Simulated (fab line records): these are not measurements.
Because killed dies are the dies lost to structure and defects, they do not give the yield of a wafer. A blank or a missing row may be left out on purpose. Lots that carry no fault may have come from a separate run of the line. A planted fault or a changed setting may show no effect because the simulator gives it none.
fab line records	flow berkeley-cmos170
record lots=5	wafers=15	last-day=11
route steps=331 shown PWELL@47 WELLDRIVE@55 ACTIVE@60 PFIELD@79
lots that met no fault: taken from a fault-free run of the same line
start-h: hours from the record's first day to the start of the lot's first wafer shown	wait-h: time in hours since the lot's previous step	" repeats the value in the row above	L1.1+2: a row that stands for several wafers	- no value, or no start was given	* or withheld: withheld	< > ~ a bound
route shown NAME@n: a module of which the file shows steps, and the number in the route of the first	usual: mean/standard deviation of fault-free wafers	same: alike in all rows	chamber/n: place in a boat	sites: the reading at each site	_std_site: standard deviation across them	_edge_site: the outer-site mean with the inner-site mean subtracted	radius-mm: for every site, how far away it sits from the centre of the wafer	mask NAME#n: copy n	behind: the tool/chamber that last shaped the wafer	hold: cause of the lot's hold/its duration in hours/its outcome	device: the transistor (n, p or np) that didn't switch	end of line: at the end of the route, the tests of the same wafers	a step without rows: its recipe alone	killed: the dies lost at the first sort to structure and to defects; this is not the yield of the wafer	map: per-die view of a wafer (x killed, . not killed, _ where there is no die)
set.NAME: setting as actually run; set.NAME@STEP: the setting as run at that earlier step	model.NAME: the simulator's own value behind a step, which no gauge read
a table for each step, a row for each wafer; lots at some steps of the route
services: from which hour (start-h, from the record's first day; less than 0 if before it) a tool's chamber was out of use, for how many hours, and why
## steps
# step UCB170_PWELL_OVL_MEAS_13
# usual PWELL_OVL=-3/6.7
lot.wafer	tool	chamber	start-h	wait-h	PWELL_OVL[nm]
L075.1	overlay-02	-	52.78	-	-4
L075.2	"	-	"	"	-5
L075.5	"	-	"	"	-11
L082.1	overlay-01	-	89.19	-	3
L082.3	"	-	"	"	5
L082.5	"	-	"	"	-2
L085.3	overlay-01	-	96.96	-	-9
L085.4	"	-	"	"	-13
L085.5	"	-	"	"	-8
L088.1	overlay-01	-	118.04	-	6
L088.4	"	-	"	"	15
L088.6	"	-	"	"	10
L092.4	overlay-01	-	140.45	-	-5
L092.5	"	-	"	"	-12
L092.6	"	-	"	"	-10
# step UCB170_PWELL_ETCH_14
# recipe chemistry=CH3F/Ar/O2	target=Si3N4	stop-on=SiO2	CH3F_flow_sccm=20	Ar_flow_sccm=50	O2_flow_sccm=7	pressure-mtorr=50	rf-w=450	target-depth-a=2420	over-etch-frac=0.1	time-s=151
# usual drypump-motor-current-A=5.6/0.5	oes-product-au=0.943/0.012	throttle-valve-pct=7.98/0.14
lot.wafer	tool	chamber	start-h	wait-h	drypump-motor-current-A	oes-product-au	rf-hours-counter-h	throttle-valve-pct
L075.1	rie-diel-03	0	52.82	0.0	5.5	0.949	88	7.73
L075.2	"	3	"	"	6.3	0.948	18	8.11
L075.5	"	3	"	"	6.3	0.951	-	8.11
L082.1	rie-diel-03	3	89.23	0.0	6.3	0.948	20	8.12
L082.3	"	2	"	"	6.0	0.935	92	7.98
L082.5	"	0	"	"	5.5	0.947	-	7.74
L085.3	rie-diel-01	0	96.99	0.0	4.9	0.940	3	8.15
L085.4	"	3	"	"	6.2	0.951	54	7.79
L085.5	"	3	"	"	6.1	0.949	-	7.80
L088.1	rie-diel-03	2	118.08	0.0	6.0	0.943	93	7.98
L088.4	"	0	"	"	5.5	0.952	92	7.73
L088.6	"	0	"	"	5.5	0.948	-	7.73
L092.4	rie-diel-01	0	140.52	0.1	4.9	0.952	-	8.15
L092.5	"	3	"	"	6.1	0.958	-	7.81
L092.6	"	1	"	"	5.9	0.950	-	7.84
# step UCB170_PWELL_IMPLANT_15
# recipe species=B	dose-cm2=5e+12	energy-kev=60	tilt-deg=6.689
lot.wafer	tool	chamber	start-h	wait-h
L075.1+2+5	implanter-01	0	52.92	0.1
L082.1+3+5	implanter-03	0	89.33	0.1
L085.3+4+5	implanter-01	0	97.14	0.1
L088.1+4+6	implanter-01	0	118.18	0.1
L092.4+5+6	implanter-03	0	140.65	0.1
# step UCB170_PWELL_STRIP_16
# recipe chemistry=O2	power-w=400	pressure-mtorr=3500	platen-temp-c=withheld	o2-flow-sccm=400	overash-fraction=0.5
# usual drypump-motor-current-A=5.6/0.37	oes-product-au=0.721/0.0045	strip-time-to-endpoint-s=18.09/0.11
# same overash-fraction=0.5
lot.wafer	tool	chamber	start-h	wait-h	drypump-motor-current-A	oes-product-au	rf-hours-counter-h	strip-time-to-endpoint-s
L075.1	plasma-asher-04	1	53.07	0.1	5.7	0.725	24	18.05
L075.2	"	0	"	"	5.6	0.718	24	18.04
L075.5	"	1	"	"	5.7	0.718	-	18.07
L082.1	plasma-asher-02	1	89.48	0.1	4.6	0.724	42	18.11
L082.3	"	1	"	"	4.6	0.721	-	18.19
L082.5	"	1	"	"	4.6	0.709	-	18.10
L085.3	plasma-asher-02	1	97.27	0.1	4.6	0.722	-	18.28
L085.4	"	0	"	"	5.9	0.724	-	17.86
L085.5	"	1	"	"	4.6	0.721	-	17.87
L088.1	plasma-asher-02	0	118.33	0.1	5.9	0.724	0	18.30
L088.4	"	0	"	"	5.9	0.710	-	18.17
L088.6	"	0	"	"	5.9	0.723	-	18.11
L092.4	plasma-asher-02	1	140.75	0.1	4.6	0.710	-	18.24
L092.5	"	0	"	"	5.9	0.722	-	17.97
L092.6	"	1	"	"	4.6	0.728	-	18.13
# step UCB170_PWELL_TW_MEAS_17
# usual PWELL_TW=380.3/1.6
lot.wafer	tool	chamber	start-h	wait-h	PWELL_TW
L075.1	film-metro-04	-	53.17	0.1	376.8
L075.2	"	-	"	"	377.8
L075.5	"	-	"	"	377.6
L082.1	film-metro-02	-	89.58	0.1	380.3
L082.3	"	-	"	"	377.5
L082.5	"	-	"	"	380.6
L085.3	film-metro-01	-	97.36	0.1	382.5
L085.4	"	-	"	"	379.4
L085.5	"	-	"	"	378.4
L088.1	film-metro-01	-	118.43	0.1	379.9
L088.4	"	-	"	"	377.1
L088.6	"	-	"	"	378.8
L092.4	film-metro-02	-	140.85	0.1	381.3
L092.5	"	-	"	"	380.2
L092.6	"	-	"	"	380.2
# step UCB170_PWELL_CLEAN_18
# recipe chemistry=SPM	temp-c=120	time-s=600
lot.wafer	tool	chamber	start-h	wait-h
L075.1+2+5	wet-bench-02	2	55.12	1.9
L082.1+3+5	wet-bench-02	1	89.64	0.1
L085.3+4+5	wet-bench-04	2	97.93	0.6
L088.1+4+6	wet-bench-03	1	118.49	0.1
L092.4+5+6	wet-bench-04	3	140.88	0.0
# step UCB170_PWELL_WET_ETCH_19
# recipe chemistry=H3PO4	target=Si3N4	temp-c=160	time-s=14400
lot.wafer	tool	chamber	start-h	wait-h
L075.1+2+5	wet-bench-02	3	55.55	0.2
L082.1+3+5	wet-bench-02	0	89.81	0.0
L085.3+4+5	wet-bench-04	1	98.30	0.2
L088.1+4+6	wet-bench-03	3	118.75	0.1
L092.4+5+6	wet-bench-04	3	141.26	0.2
# step UCB170_PWELL_WET_ETCH_20
# recipe chemistry=BOE	dilution=5:1	target=SiO2	temp-c=25	time-s=22
lot.wafer	tool	chamber	start-h	wait-h
L075.1+2+5	wet-bench-02	2	60.10	0.2
L082.1+3+5	wet-bench-03	3	93.83	0.0
L085.3+4+5	wet-bench-04	3	102.30	0.0
L088.1+4+6	wet-bench-02	1	123.17	0.0
L092.4+5+6	wet-bench-04	0	145.64	0.0
# step UCB170_WELLDRIVE_CLEAN_00
# recipe chemistry=SPM	temp-c=120	time-s=600
lot.wafer	tool	chamber	start-h	wait-h
L075.1+2+5	wet-bench-02	2	60.11	0.0
L082.1+3+5	wet-bench-02	3	93.86	0.0
L085.3+4+5	wet-bench-04	1	102.32	0.0
L088.1+4+6	wet-bench-02	1	123.19	0.0
L092.4+5+6	wet-bench-04	1	145.65	0.0
# step UCB170_WELLDRIVE_OXIDATION_01
# recipe temp-c=1100	ambient=O2	target-thk-a=1990	ox-time-s=9000
lot.wafer	tool	chamber	start-h	wait-h
L075.1+2+5	furnace-04	0	61.95	1.7
L082.1+3+5	furnace-02	0	94.64	0.6
L085.3+4+5	furnace-02	0	106.47	4.0
L088.1+4+6	furnace-02	0	125.85	2.5
L092.4+5+6	furnace-02	0	148.30	2.5
# step UCB170_WELLDRIVE_THK_MEAS_02
# recipe reads=SiO2_of_WELLDRIVE_OXIDATION_01
# usual WELLDRIVE_OXIDE_THK=199/4
lot.wafer	tool	chamber	start-h	wait-h	WELLDRIVE_OXIDE_THK[nm]
L075.1	film-metro-03	-	65.45	0.0	206
L075.2	"	-	"	"	203
L075.5	"	-	"	"	205
L082.1	film-metro-03	-	98.14	0.0	203
L082.3	"	-	"	"	200
L082.5	"	-	"	"	197
L085.3	film-metro-04	-	109.99	0.0	199
L085.4	"	-	"	"	204
L085.5	"	-	"	"	203
L088.1	film-metro-02	-	129.35	0.0	196
L088.4	"	-	"	"	196
L088.6	"	-	"	"	196
L092.4	film-metro-03	-	151.83	0.0	198
L092.5	"	-	"	"	201
L092.6	"	-	"	"	201
# step UCB170_WELLDRIVE_ANNEAL_03
# recipe temp-c=1100	time-s=900	ambient=N2
lot.wafer	tool	chamber	start-h	wait-h
L075.1+2+5	furnace-03	0	68.53	3.1
L082.1+3+5	furnace-02	0	98.20	0.1
L085.3+4+5	furnace-02	0	111.64	1.6
L088.1+4+6	furnace-03	0	132.52	3.2
L092.4+5+6	furnace-03	0	154.62	2.8
# step UCB170_WELLDRIVE_WET_ETCH_04
# recipe chemistry=BOE	dilution=5:1	target=SiO2	temp-c=25	time-s=120
lot.wafer	tool	chamber	start-h	wait-h
L075.1+2+5	wet-bench-02	0	69.78	0.0
L082.1+3+5	wet-bench-02	3	99.45	0.0
L085.3+4+5	wet-bench-03	1	114.53	1.6
L088.1+4+6	wet-bench-04	1	133.77	0.0
L092.4+5+6	wet-bench-04	1	156.55	0.7
# step UCB170_ACTIVE_CLEAN_00
# recipe chemistry=SPM	temp-c=120	time-s=600
lot.wafer	tool	chamber	start-h	wait-h
L075.1+2+5	wet-bench-02	3	69.83	0.0
L082.1+3+5	wet-bench-03	3	99.49	0.0
L085.3+4+5	wet-bench-02	0	114.63	0.1
L088.1+4+6	wet-bench-03	2	133.82	0.0
L092.4+5+6	wet-bench-04	1	156.61	0.0
# step UCB170_ACTIVE_CLEAN_01
# recipe chemistry=dHF	dilution=25:1	time-s=60
lot.wafer	tool	chamber	start-h	wait-h
L075.1+2+5	wet-bench-02	3	70.02	0.0
L082.1+3+5	wet-bench-03	1	99.67	0.0
L085.3+4+5	wet-bench-03	0	114.82	0.0
L088.1+4+6	wet-bench-02	1	133.99	0.0
L092.4+5+6	wet-bench-04	1	157.13	0.3
# step UCB170_ACTIVE_OXIDATION_02
# recipe temp-c=1000	ambient=O2	target-thk-a=264	ox-time-s=1260
lot.wafer	tool	chamber	start-h	wait-h
L075.1+2+5	furnace-01	0	72.24	2.2
L082.1+3+5	furnace-03	0	104.07	4.4
L085.3+4+5	furnace-01	0	115.40	0.5
L088.1+4+6	furnace-04	0	136.41	2.4
L092.4+5+6	furnace-04	0	159.88	2.7
# step UCB170_ACTIVE_THK_MEAS_03
# recipe reads=SiO2_of_ACTIVE_OXIDATION_02
# usual ACTIVE_OXIDE_THK=26.7/0.44
lot.wafer	tool	chamber	start-h	wait-h	ACTIVE_OXIDE_THK[nm]
L075.1	film-metro-03	-	73.60	0.0	26.7
L075.2	"	-	"	"	27.0
L075.5	"	-	"	"	27.1
L082.1	film-metro-01	-	105.42	0.0	25.7
L082.3	"	-	"	"	25.9
L082.5	"	-	"	"	25.8
L085.3	film-metro-01	-	116.77	0.0	27.4
L085.4	"	-	"	"	27.1
L085.5	"	-	"	"	27.5
L088.1	film-metro-03	-	137.78	0.0	26.5
L088.4	"	-	"	"	26.5
L088.6	"	-	"	"	27.1
L092.4	film-metro-01	-	161.26	0.0	26.7
L092.5	"	-	"	"	25.9
L092.6	"	-	"	"	25.4
# step UCB170_ACTIVE_ANNEAL_04
# recipe temp-c=1000	time-s=900	ambient=N2
lot.wafer	tool	chamber	start-h	wait-h
L075.1+2+5	furnace-01	0	75.09	1.5
L082.1+3+5	furnace-04	0	109.42	4.0
L085.3+4+5	furnace-03	0	118.36	1.6
L088.1+4+6	furnace-01	0	140.51	2.7
L092.4+5+6	furnace-01	0	163.98	2.7
# step UCB170_ACTIVE_CVD_05
# recipe material=Si3N4	target-thk-nm=220	temp-c=800	precursor=SiH2Cl2/NH3	time-s=3300	pressure-mtorr=200	sih2cl2-flow-sccm=25	nh3-flow-sccm=75
# usual susceptor-temp-C=799.9/0.33
lot.wafer	tool	chamber	start-h	wait-h	susceptor-temp-C
L075.1	lpcvd-02	0	76.60	0.3	799.8
L075.2	"	0	"	"	799.6
L075.5	"	0	"	"	799.8
L082.1	lpcvd-01	1	110.67	0.0	799.3
L082.3	"	1	"	"	800.1
L082.5	"	1	"	"	799.9
L085.3	lpcvd-01	0	119.76	0.1	800.8
L085.4	"	0	"	"	800.3
L085.5	"	0	"	"	799.7
L088.1	lpcvd-02	0	144.80	3.0	799.7
L088.4	"	0	"	"	800.2
L088.6	"	0	"	"	799.6
L092.4	lpcvd-01	0	166.31	1.1	799.9
L092.5	"	0	"	"	800.0
L092.6	"	0	"	"	799.6
# step UCB170_ACTIVE_THK_MEAS_06
# recipe reads=Si3N4_of_ACTIVE_CVD_05
# usual ACTIVE_NITRIDE_THK=221.3/1.8
lot.wafer	tool	chamber	start-h	wait-h	ACTIVE_NITRIDE_THK[nm]
L075.1	film-metro-03	-	78.51	0.0	219.7
L075.2	"	-	"	"	221.8
L075.5	"	-	"	"	222.7
L082.1	film-metro-01	-	112.59	0.0	220.1
L082.3	"	-	"	"	220.2
L082.5	"	-	"	"	219.7
L085.3	film-metro-01	-	121.69	0.0	222.8
L085.4	"	-	"	"	223.7
L085.5	"	-	"	"	221.6
L088.1	film-metro-03	-	146.84	0.1	221.6
L088.4	"	-	"	"	222.5
L088.6	"	-	"	"	222.3
L092.4	film-metro-02	-	168.26	0.0	222.5
L092.5	"	-	"	"	218.8
L092.6	"	-	"	"	221.4
# step UCB170_ACTIVE_HMDS_07
# recipe prime-time-s=60	prime-temp-c=100
# usual exhaust-pa=45.0/0.81
lot.wafer	tool	chamber	start-h	wait-h	exhaust-pa
L075.1	litho-track-01	0	78.78	0.3	44.8
L075.2	"	0	"	"	43.9
L075.5	"	0	"	"	44.8
L082.1	litho-track-01	0	113.13	0.5	45.2
L082.3	"	0	"	"	45.4
L082.5	"	0	"	"	46.1
L085.3	litho-track-01	0	122.12	0.4	44.8
L085.4	"	0	"	"	44.6
L085.5	"	0	"	"	45.1
L088.1	litho-track-02	0	147.06	0.2	45.5
L088.4	"	0	"	"	45.2
L088.6	"	0	"	"	44.7
L092.4	litho-track-04	0	168.67	0.4	45.0
L092.5	"	0	"	"	45.6
L092.6	"	0	"	"	45.6
# step UCB170_ACTIVE_COAT_08
# recipe resist=KrF	spin-rpm=1500	resist-thk-nm=900
# usual exhaust-pa=44.8/0.87	spin-speed-rpm=1500.1/0.94
lot.wafer	tool	chamber	start-h	wait-h	exhaust-pa	spin-speed-rpm
L075.1	litho-track-01	0	78.93	0.1	45.4	1500.5
L075.2	"	0	"	"	45.8	1499.6
L075.5	"	0	"	"	45.5	1500.1
L082.1	litho-track-01	0	113.28	0.1	44.5	1500.0
L082.3	"	0	"	"	43.5	1498.2
L082.5	"	0	"	"	43.3	1498.8
L085.3	litho-track-01	0	122.27	0.1	44.9	1499.7
L085.4	"	0	"	"	46.3	1501.0
L085.5	"	0	"	"	44.7	1500.9
L088.1	litho-track-02	0	147.21	0.1	43.8	1500.8
L088.4	"	0	"	"	44.4	1499.2
L088.6	"	0	"	"	43.5	1500.6
L092.4	litho-track-04	0	168.82	0.1	44.2	1500.2
L092.5	"	0	"	"	45.3	1499.4
L092.6	"	0	"	"	44.2	1499.9
# step UCB170_ACTIVE_SOFTBAKE_09
# recipe resist=KrF	temp-c=130	time-s=60
# usual exhaust-pa=44.9/0.91
lot.wafer	tool	chamber	start-h	wait-h	exhaust-pa
L075.1	litho-track-01	0	79.08	0.1	46.2
L075.2	"	0	"	"	43.9
L075.5	"	0	"	"	44.4
L082.1	litho-track-01	0	113.43	0.1	44.1
L082.3	"	0	"	"	43.8
L082.5	"	0	"	"	44.7
L085.3	litho-track-01	0	122.42	0.1	44.5
L085.4	"	0	"	"	44.5
L085.5	"	0	"	"	43.5
L088.1	litho-track-02	0	147.36	0.1	45.3
L088.4	"	0	"	"	44.9
L088.6	"	0	"	"	44.6
L092.4	litho-track-04	0	168.97	0.1	44.5
L092.5	"	0	"	"	45.4
L092.6	"	0	"	"	45.4
# step UCB170_ACTIVE_EXPOSE_10
# recipe mask-id=ACTIVE	target-cd-nm=1200	na=0.5	sigma-outer=0.6	source-shape=conventional	dose-mj=20
lot.wafer	tool	chamber	start-h	wait-h	mask
L075.1+2+5	krf-scanner-02	0	79.23	0.1	ACTIVE#0
L082.1+3+5	krf-scanner-02	0	113.70	0.2	ACTIVE#0
L085.3+4+5	krf-scanner-01	0	122.77	0.3	ACTIVE#0
L088.1+4+6	krf-scanner-02	0	147.66	0.3	ACTIVE#0
L092.4+5+6	krf-scanner-02	0	169.11	0.1	ACTIVE#0
# step UCB170_ACTIVE_PEB_11
# recipe peb-temp-c=129.5	peb-time-s=withheld	resist=KrF
# usual exhaust-pa=45.1/0.87
lot.wafer	tool	chamber	start-h	wait-h	exhaust-pa
L075.1	litho-track-04	0	79.35	0.1	44.4
L075.2	"	0	"	"	43.9
L075.5	"	0	"	"	45.3
L082.1	litho-track-01	0	114.13	0.4	44.2
L082.3	"	0	"	"	44.8
L082.5	"	0	"	"	44.8
L085.3	litho-track-04	0	123.54	0.8	43.9
L085.4	"	0	"	"	45.9
L085.5	"	0	"	"	45.6
L088.1	litho-track-02	0	147.78	0.1	47.0
L088.4	"	0	"	"	44.7
L088.6	"	0	"	"	44.9
L092.4	litho-track-04	0	169.67	0.5	44.2
L092.5	"	0	"	"	45.5
L092.6	"	0	"	"	46.0
# step UCB170_ACTIVE_DEVELOP_12
# recipe developer=TMAH	develop-time-s=45	resist=KrF	dev-temp-c=21
# usual exhaust-pa=44.9/0.94
lot.wafer	tool	chamber	start-h	wait-h	exhaust-pa
L075.1	litho-track-04	0	-	-	45.1
L075.2	"	0	"	"	44.7
L075.5	"	0	"	"	44.6
L082.1	litho-track-01	0	-	-	45.1
L082.3	"	0	"	"	45.0
L082.5	"	0	"	"	45.3
L085.3	litho-track-04	0	-	-	44.7
L085.4	"	0	"	"	45.2
L085.5	"	0	"	"	45.3
L088.1	litho-track-02	0	-	-	45.1
L088.4	"	0	"	"	44.5
L088.6	"	0	"	"	44.7
L092.4	litho-track-04	0	-	-	46.7
L092.5	"	0	"	"	45.4
L092.6	"	0	"	"	47.3
# step UCB170_ACTIVE_CD_MEAS_13
# recipe target-cd-nm=1200
# usual cd-nm=1199.6/1.5
lot.wafer	tool	chamber	start-h	wait-h	cd-nm
L075.1	cd-sem-01	-	79.62	-	1198.1
L075.2	"	-	"	"	1196.9
L075.5	"	-	"	"	1197.5
L082.1	cd-sem-01	-	114.40	-	1199.0
L082.3	"	-	"	"	1201.8
L082.5	"	-	"	"	1199.2
L085.3	cd-sem-01	-	123.81	-	1201.8
L085.4	"	-	"	"	1200.1
L085.5	"	-	"	"	1201.7
L088.1	cd-sem-02	-	148.05	-	1199.3
L088.4	"	-	"	"	1199.9
L088.6	"	-	"	"	1199.9
L092.4	cd-sem-01	-	169.94	-	1200.5
L092.5	"	-	"	"	1201.0
L092.6	"	-	"	"	1201.0
# step UCB170_ACTIVE_OVL_MEAS_14
# usual ACTIVE_OVL=-2/4.1
lot.wafer	tool	chamber	start-h	wait-h	ACTIVE_OVL[nm]
L075.1	overlay-02	-	79.74	0.1	2
L075.2	"	-	"	"	0
L075.5	"	-	"	"	4
L082.1	overlay-02	-	114.52	0.1	-10
L082.3	"	-	"	"	-7
L082.5	"	-	"	"	-11
L085.3	overlay-01	-	123.90	0.1	0
L085.4	"	-	"	"	7
L085.5	"	-	"	"	-2
L088.1	overlay-02	-	148.17	0.1	-6
L088.4	"	-	"	"	-1
L088.6	"	-	"	"	1
L092.4	overlay-01	-	170.02	0.1	-4
L092.5	"	-	"	"	1
L092.6	"	-	"	"	2
# step UCB170_ACTIVE_ETCH_15
# recipe chemistry=CH3F/Ar/O2	target=Si3N4	stop-on=SiO2	CH3F_flow_sccm=20	Ar_flow_sccm=50	O2_flow_sccm=7	pressure-mtorr=50	rf-w=450	target-depth-a=2420	over-etch-frac=0.1	time-s=151
# usual drypump-motor-current-A=5.7/0.5	oes-product-au=0.947/0.011	throttle-valve-pct=8.03/0.14
lot.wafer	tool	chamber	start-h	wait-h	drypump-motor-current-A	oes-product-au	rf-hours-counter-h	throttle-valve-pct
L075.1	rie-diel-01	2	79.78	0.0	5.3	0.938	157	8.03
L075.2	"	0	"	"	4.9	0.948	2	8.15
L075.5	"	3	"	"	6.1	0.957	-	7.79
L082.1	rie-diel-02	0	114.56	0.0	5.9	0.951	62	8.06
L082.3	"	1	"	"	5.6	0.953	73	8.14
L082.5	"	2	"	"	5.0	0.946	-	8.13
L085.3	rie-diel-01	0	123.92	0.0	4.9	0.950	4	8.14
L085.4	"	1	"	"	5.9	0.949	117	7.82
L085.5	"	2	"	"	5.3	0.944	-	8.02
L088.1	rie-diel-02	3	148.21	0.0	6.4	0.940	3	8.18
L088.4	"	2	"	"	5.0	0.944	65	8.13
L088.6	"	0	"	"	5.9	0.953	-	8.06
L092.4	rie-diel-03	2	170.03	0.0	5.9	0.941	96	7.98
L092.5	"	1	"	"	4.9	0.915	-	8.10
L092.6	"	2	"	"	6.0	0.946	-	7.97
# step UCB170_ACTIVE_STRIP_16
# recipe chemistry=O2	power-w=400	pressure-mtorr=3500	platen-temp-c=withheld	o2-flow-sccm=400	overash-fraction=0.5
# usual drypump-motor-current-A=5.68/0.092	oes-product-au=0.721/0.0045	strip-time-to-endpoint-s=18.10/0.099
# same overash-fraction=0.5
lot.wafer	tool	chamber	start-h	wait-h	drypump-motor-current-A	oes-product-au	rf-hours-counter-h	strip-time-to-endpoint-s
L075.1	plasma-asher-04	0	79.88	0.1	5.58	0.716	27	18.22
L075.2	"	1	"	"	5.67	0.725	27	18.34
L075.5	"	0	"	"	5.56	0.717	-	18.02
L082.1	plasma-asher-04	1	114.66	0.1	5.68	0.720	31	18.08
L082.3	"	1	"	"	5.70	0.711	-	18.23
L082.5	"	1	"	"	5.73	0.718	-	18.12
L085.3	plasma-asher-03	0	124.06	0.1	5.73	0.725	-	18.32
L085.4	"	1	"	"	5.65	0.728	-	18.19
L085.5	"	1	"	"	5.66	0.720	-	18.18
L088.1	plasma-asher-04	1	148.31	0.1	5.65	0.723	35	18.07
L088.4	"	1	"	"	5.67	0.720	-	18.11
L088.6	"	1	"	"	5.74	0.727	-	18.10
L092.4	plasma-asher-03	1	170.17	0.1	5.61	0.714	-	18.22
L092.5	"	0	"	"	5.71	0.728	-	18.03
L092.6	"	1	"	"	5.63	0.720	-	18.19
# step UCB170_ACTIVE_CD_MEAS_90
# recipe target-cd-nm=1200
# usual cd-nm=1199.7/1.6
lot.wafer	tool	chamber	start-h	wait-h	cd-nm
L075.1	cd-sem-01	-	79.98	0.1	1198.2
L075.2	"	-	"	"	1196.7
L075.5	"	-	"	"	1198.4
L082.1	cd-sem-01	-	114.76	0.1	1199.0
L082.3	"	-	"	"	1202.1
L082.5	"	-	"	"	1199.9
L085.3	cd-sem-02	-	124.16	0.1	1202.1
L085.4	"	-	"	"	1201.0
L085.5	"	-	"	"	1202.1
L088.1	cd-sem-02	-	148.41	0.1	1199.4
L088.4	"	-	"	"	1199.8
L088.6	"	-	"	"	1199.7
L092.4	cd-sem-01	-	170.29	0.1	1200.3
L092.5	"	-	"	"	1201.6
L092.6	"	-	"	"	1200.7
# step UCB170_ACTIVE_CLEAN_17
# recipe chemistry=SPM	temp-c=120	time-s=600
lot.wafer	tool	chamber	start-h	wait-h
L075.1+2+5	wet-bench-03	1	81.17	1.2
L082.1+3+5	wet-bench-03	2	114.88	0.1
L085.3+4+5	wet-bench-02	2	124.24	0.1
L088.1+4+6	wet-bench-03	2	148.68	0.3
L092.4+5+6	wet-bench-04	1	170.35	0.0
# step UCB170_PFIELD_HMDS_00
# recipe prime-time-s=60	prime-temp-c=100
# usual exhaust-pa=45.1/0.89
lot.wafer	tool	chamber	start-h	wait-h	exhaust-pa
L075.1	litho-track-02	0	81.34	0.0	45.6
L075.2	"	0	"	"	44.8
L075.5	"	0	"	"	44.1
L082.1	litho-track-01	0	115.51	0.5	44.5
L082.3	"	0	"	"	45.1
L082.5	"	0	"	"	45.3
L085.3	litho-track-02	0	125.03	0.6	46.0
L085.4	"	0	"	"	45.4
L085.5	"	0	"	"	44.7
L088.1	litho-track-02	0	148.90	0.0	44.2
L088.4	"	0	"	"	44.5
L088.6	"	0	"	"	44.6
L092.4	litho-track-01	0	171.05	0.5	44.9
L092.5	"	0	"	"	45.1
L092.6	"	0	"	"	43.9
# step UCB170_PFIELD_COAT_01
# recipe resist=KrF	spin-rpm=1500	resist-thk-nm=900
# usual exhaust-pa=45.0/0.77	spin-speed-rpm=1500.2/1
lot.wafer	tool	chamber	start-h	wait-h	exhaust-pa	spin-speed-rpm
L075.1	litho-track-02	0	81.49	0.1	43.6	1501.3
L075.2	"	0	"	"	43.7	1501.2
L075.5	"	0	"	"	45.2	1498.8
L082.1	litho-track-01	0	115.66	0.1	43.7	1498.2
L082.3	"	0	"	"	45.1	1500.5
L082.5	"	0	"	"	45.6	1501.1
L085.3	litho-track-02	0	125.18	0.1	45.1	1500.1
L085.4	"	0	"	"	46.3	1500.3
L085.5	"	0	"	"	43.8	1498.4
L088.1	litho-track-02	0	149.05	0.1	44.6	1499.1
L088.4	"	0	"	"	45.0	1500.3
L088.6	"	0	"	"	45.1	1500.4
L092.4	litho-track-01	0	171.20	0.1	43.5	1499.4
L092.5	"	0	"	"	44.9	1499.3
L092.6	"	0	"	"	45.0	1501.0
# step UCB170_PFIELD_SOFTBAKE_02
# recipe resist=KrF	temp-c=130	time-s=60
# usual exhaust-pa=44.9/1
lot.wafer	tool	chamber	start-h	wait-h	exhaust-pa
L075.1	litho-track-02	0	81.64	0.1	45.0
L075.2	"	0	"	"	45.6
L075.5	"	0	"	"	44.9
L082.1	litho-track-01	0	115.81	0.1	44.5
L082.3	"	0	"	"	45.0
L082.5	"	0	"	"	45.6
L085.3	litho-track-02	0	125.33	0.1	45.1
L085.4	"	0	"	"	45.0
L085.5	"	0	"	"	43.8
L088.1	litho-track-02	0	149.20	0.1	45.3
L088.4	"	0	"	"	45.4
L088.6	"	0	"	"	45.9
L092.4	litho-track-01	0	171.35	0.1	45.6
L092.5	"	0	"	"	44.8
L092.6	"	0	"	"	44.6
# step UCB170_PFIELD_EXPOSE_03
# recipe mask-id=PFIELD	na=0.5	sigma-outer=0.6	source-shape=conventional	target-cd-nm=1500	dose-mj=30
lot.wafer	tool	chamber	start-h	wait-h	mask
L075.1+2+5	krf-scanner-01	0	81.79	0.1	PFIELD#0
L082.1+3+5	krf-scanner-02	0	116.08	0.2	PFIELD#0
L085.3+4+5	krf-scanner-01	0	125.59	0.2	PFIELD#0
L088.1+4+6	krf-scanner-02	0	149.44	0.2	PFIELD#0
L092.4+5+6	krf-scanner-02	0	171.73	0.4	PFIELD#0
# step UCB170_PFIELD_PEB_04
# recipe peb-temp-c=130	peb-time-s=withheld	resist=KrF
# usual exhaust-pa=44.8/0.95
lot.wafer	tool	chamber	start-h	wait-h	exhaust-pa
L075.1	litho-track-02	0	82.24	0.4	44.7
L075.2	"	0	"	"	43.6
L075.5	"	0	"	"	45.2
L082.1	litho-track-01	0	116.78	0.7	43.0
L082.3	"	0	"	"	43.7
L082.5	"	0	"	"	45.4
L085.3	litho-track-03	0	125.83	0.2	45.1
L085.4	"	0	"	"	43.9
L085.5	"	0	"	"	44.4
L088.1	litho-track-01	0	149.56	0.1	46.0
L088.4	"	0	"	"	43.9
L088.6	"	0	"	"	44.3
L092.4	litho-track-03	0	172.28	0.5	44.1
L092.5	"	0	"	"	44.8
L092.6	"	0	"	"	45.3
# step UCB170_PFIELD_DEVELOP_05
# recipe developer=TMAH	develop-time-s=45	resist=KrF	dev-temp-c=21
# usual exhaust-pa=45.1/0.78
lot.wafer	tool	chamber	start-h	wait-h	exhaust-pa
L075.1	litho-track-02	0	-	-	45.8
L075.2	"	0	"	"	47.4
L075.5	"	0	"	"	45.1
L082.1	litho-track-01	0	-	-	44.9
L082.3	"	0	"	"	43.5
L082.5	"	0	"	"	45.6
L085.3	litho-track-03	0	-	-	46.1
L085.4	"	0	"	"	44.6
L085.5	"	0	"	"	45.4
L088.1	litho-track-01	0	-	-	44.9
L088.4	"	0	"	"	46.3
L088.6	"	0	"	"	46.5
L092.4	litho-track-03	0	-	-	45.6
L092.5	"	0	"	"	46.7
L092.6	"	0	"	"	46.2
## services
tool	chamber	start-h	hours	kind
krf-scanner-02	-	34.98	4.8	repair
furnace-03	-	36.38	4.0	pm
krf-scanner-02	-	39.77	1.0	pm
krf-scanner-01	-	41.30	0.8	pm
krf-scanner-02	-	43.41	1.3	pm
rie-diel-03	-	43.73	1.2	repair
furnace-01	-	44.93	2.3	pm
krf-scanner-02	-	47.37	1.6	repair
lpcvd-01	-	60.59	14.6	pm
implanter-03	-	65.12	0.6	repair
krf-scanner-02	-	71.45	0.3	repair
implanter-03	-	74.84	5.4	pm
plasma-asher-04	-	76.65	2.8	pm
rie-diel-02	1	89.43	1.9	repair
krf-scanner-01	-	92.07	1.3	pm
rie-diel-02	-	97.15	1.5	repair
plasma-asher-02	-	108.75	9.0	pm
implanter-01	-	119.29	1.3	repair
furnace-04	-	119.36	12.3	pm
rie-diel-03	-	133.05	2.8	pm
lpcvd-01	-	143.38	6.0	pm
krf-scanner-01	-	148.36	3.9	repair
wet-bench-03	-	157.19	4.8	repair
krf-scanner-01	-	172.44	1.0	pm
## key
fault none
